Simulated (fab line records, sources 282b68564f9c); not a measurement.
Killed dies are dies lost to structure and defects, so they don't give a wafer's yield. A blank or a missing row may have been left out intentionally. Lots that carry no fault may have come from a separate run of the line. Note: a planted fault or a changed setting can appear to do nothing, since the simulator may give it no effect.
The tool behind it: which one? / flow rit-cmos / 14 lots with 42 wafers sampled at 2 steps, on a route of 202 steps

WHAT EACH GAUGE READ, for each wafer
Not one reading of a measure or inspect step in the record can be checked against a usual standard deviation.

EACH LOT AND THE TOOL THAT RAN IT (in order: tool; ch and the chambers of the sampled wafers; start)
lot=L847; RIT_NSD_IMPLANT_08=implanter-01 ch 0, day 3 05:28; RIT_M1_PROBE_99=-
lot=L848; RIT_NSD_IMPLANT_08=implanter-04 ch 0, day 3 11:10; RIT_M1_PROBE_99=-
lot=L849; RIT_NSD_IMPLANT_08=implanter-01 ch 0, day 3 18:53; RIT_M1_PROBE_99=-
lot=L850; RIT_NSD_IMPLANT_08=implanter-01 ch 0, day 3 23:20; RIT_M1_PROBE_99=-
lot=L851; RIT_NSD_IMPLANT_08=implanter-01 ch 0, day 4 03:55; RIT_M1_PROBE_99=-
lot=L857; RIT_NSD_IMPLANT_08=implanter-01 ch 0, day 5 02:14; RIT_M1_PROBE_99=prober-01, day 5 12:46
lot=L861; RIT_NSD_IMPLANT_08=implanter-04 ch 0, day 5 20:23; RIT_M1_PROBE_99=-
lot=L862; RIT_NSD_IMPLANT_08=implanter-02 ch 0, day 6 04:11; RIT_M1_PROBE_99=-
lot=L863; RIT_NSD_IMPLANT_08=implanter-02 ch 0, day 6 08:51; RIT_M1_PROBE_99=-
lot=L865; RIT_NSD_IMPLANT_08=implanter-02 ch 0, day 6 18:31; RIT_M1_PROBE_99=-
lot=L867; RIT_NSD_IMPLANT_08=implanter-02 ch 0, day 7 03:47; RIT_M1_PROBE_99=-
lot=L868; RIT_NSD_IMPLANT_08=implanter-01 ch 0, day 7 07:15; RIT_M1_PROBE_99=-
lot=L869; RIT_NSD_IMPLANT_08=implanter-02 ch 0, day 7 13:00; RIT_M1_PROBE_99=-
lot=L870; RIT_NSD_IMPLANT_08=implanter-04 ch 0, day 7 17:59; RIT_M1_PROBE_99=-
- RIT_NSD_IMPLANT_08
- RIT_M1_PROBE_99

AS READ BY THE TOOLS THEMSELVES (means over the sampled wafers that have a number; for cases with no such wafer, the mark the record gives instead)
RIT_NSD_IMPLANT_08.
lot=L847 tool=implanter-01 beam-energy-keV=24.998
lot=L848 tool=implanter-04 beam-energy-keV=24.998
lot=L849 tool=implanter-01 beam-energy-keV=25.004
lot=L850 tool=implanter-01 beam-energy-keV=24.996
lot=L851 tool=implanter-01 beam-energy-keV=26.294
lot=L857 tool=implanter-01 beam-energy-keV=26.296
lot=L861 tool=implanter-04 beam-energy-keV=24.994
lot=L862 tool=implanter-02 beam-energy-keV=24.993
lot=L863 tool=implanter-02 beam-energy-keV=25.010
lot=L865 tool=implanter-02 beam-energy-keV=24.987
lot=L867 tool=implanter-02 beam-energy-keV=25.001
lot=L868 tool=implanter-01 beam-energy-keV=25.004
lot=L869 tool=implanter-02 beam-energy-keV=24.997
lot=L870 tool=implanter-04 beam-energy-keV=25.008

RIT_M1_PROBE_99.
lot=L857 tool=prober-01 killed_at_M0_to_M3=0.0 killed-at-contacts=0.0 killed-at-front-end=9 killed-dies=9 killed-open=4.3 killed-short=5.0

THE ANSWER, worked out from the rows above alone
Rule: the usual values come from the lots themselves. The widest of any qualifying gaps counts: lots, ordered by their means at a reading, are off when they make up no more than a third of the lots, leave a main group of 4 or more, and stand apart from it by 3 or more times the standard deviation of that group's means. A main group is skipped when, at the precision printed for the reading in the tables above, its means are all equal. Also off: a lot with no number at a reading for which 4 or more lots have one. All remaining lots with rows at the step are treated as sound. First the gauges in route order, then the tools' own readings, where a lot's mean is used as printed above. The first step at which some lot is off is used, and at that step the reading that is off furthest; a lot without a number counts as furthest.
Off at RIT_NSD_IMPLANT_08 (beam-energy-keV): L851, L857. The main group: mean 24.999, standard deviation 0.0063.
A tool fits if, at that step or a process step before it, it ran every lot that is off, and no sound lot after the first of them. None of those tried fits.

WHAT THE SIMULATOR HAD INSERTED
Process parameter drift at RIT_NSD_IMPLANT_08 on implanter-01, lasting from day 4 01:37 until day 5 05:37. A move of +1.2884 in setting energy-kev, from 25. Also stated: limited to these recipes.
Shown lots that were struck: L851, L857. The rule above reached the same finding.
